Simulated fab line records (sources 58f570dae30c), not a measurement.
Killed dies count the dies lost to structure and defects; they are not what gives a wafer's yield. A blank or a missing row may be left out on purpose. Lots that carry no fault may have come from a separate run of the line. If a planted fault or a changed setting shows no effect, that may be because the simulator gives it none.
One fault through the eyes of 2 desks | flow berkeleyCmos170 | what lay behind the numbers comes last; until then each desk has only its own

## THE TOOL OWNER'S DESK: plasmaAsher-01
The tool's own readings at UCB170_PLDD_STRIP_10 (strips in O2): means of the sampled wafers that have a number, for each lot that ran on this tool. The brackets show how far a lot's mean lies from the usual mean; more than 4 standard deviations puts the lot out of limits, marked OUT.
Columns: A = chamberPressureMTorr at UCB170_PLDD_STRIP_10, usual 3500 mTorr; B = drypumpMotorCurrentA at UCB170_PLDD_STRIP_10, usual 5.4 A; C = oesProductAu at UCB170_PLDD_STRIP_10, usual 0.734 a.u.; D = stripTimeToEndpointS at UCB170_PLDD_STRIP_10, usual 21.61 s
lot  | first seen here | A    | B   | C               | D
L697 | day 7 04:35     | 3499 | 5.0 | 0.732           | 21.72
L696 | day 7 04:59     | 3501 | 5.5 | 0.735           | 21.65
L699 | day 8 03:19     | 3503 | 5.3 | 0.645 (-20) OUT | 21.55
L698 | day 8 03:41     | 3498 | 4.8 | 0.649 (-19) OUT | 21.63
L712 | day 10 17:13    | 3500 | 5.0 | 0.731           | 21.65
This desk's finding: out of limits on L698, L699; first on L699, day 8 03:19 (oesProductAu at UCB170_PLDD_STRIP_10). L697, L696, L712: within limits.

## METROLOGY DESK
What the gauges read, lot by lot, whatever tool the lot ran on: means of the sampled wafers that have a number. The brackets show how far a lot's mean lies from the usual mean; more than 4 standard deviations puts the lot out of limits, marked OUT.
Columns: A = ACTIVE_OXIDE_THK at UCB170_ACTIVE_THK_MEAS_03, usual 26.3 nm
lot  | first seen here | A
L694 | day 4 18:11     | 26.0
L696 | day 4 22:31     | 25.1
L695 | day 4 22:32     | 26.2
L697 | day 4 22:32     | 26.6
L699 | day 5 17:58     | 27.4
L698 | day 5 17:59     | 27.1
L701 | day 6 00:31     | 26.1
L707 | day 6 22:34     | 25.9
L711 | day 7 23:23     | 26.8
L712 | day 7 23:23     | 25.8
L710 | day 7 23:24     | 26.0
L714 | day 8 08:08     | 26.2
L713 | day 8 08:10     | 26.3
L716 | day 8 09:29     | 26.6
This desk's verdict: no lot among the 14 shows anything out of limits.

## ALL TOGETHER
An alarm could have come from the tool owner's desk at day 8 03:19, on L698, L699.
The metrology desk saw nothing out of limits.
The metrology desk holds a record of L698, L699, inside its limits.
Of the lots named, all ran UCB170_PLDD_STRIP_10 on plasmaAsher-01.

## WHAT HAD BEEN PUT IN BY THE SIMULATOR
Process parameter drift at UCB170_PLDD_STRIP_10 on plasmaAsher-01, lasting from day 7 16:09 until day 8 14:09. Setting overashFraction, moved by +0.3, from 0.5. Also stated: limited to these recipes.
Struck lots among those shown: L698, L699.
Each desk's first reading out of limits, in hours after the fault started: the tool owner's desk, 11.
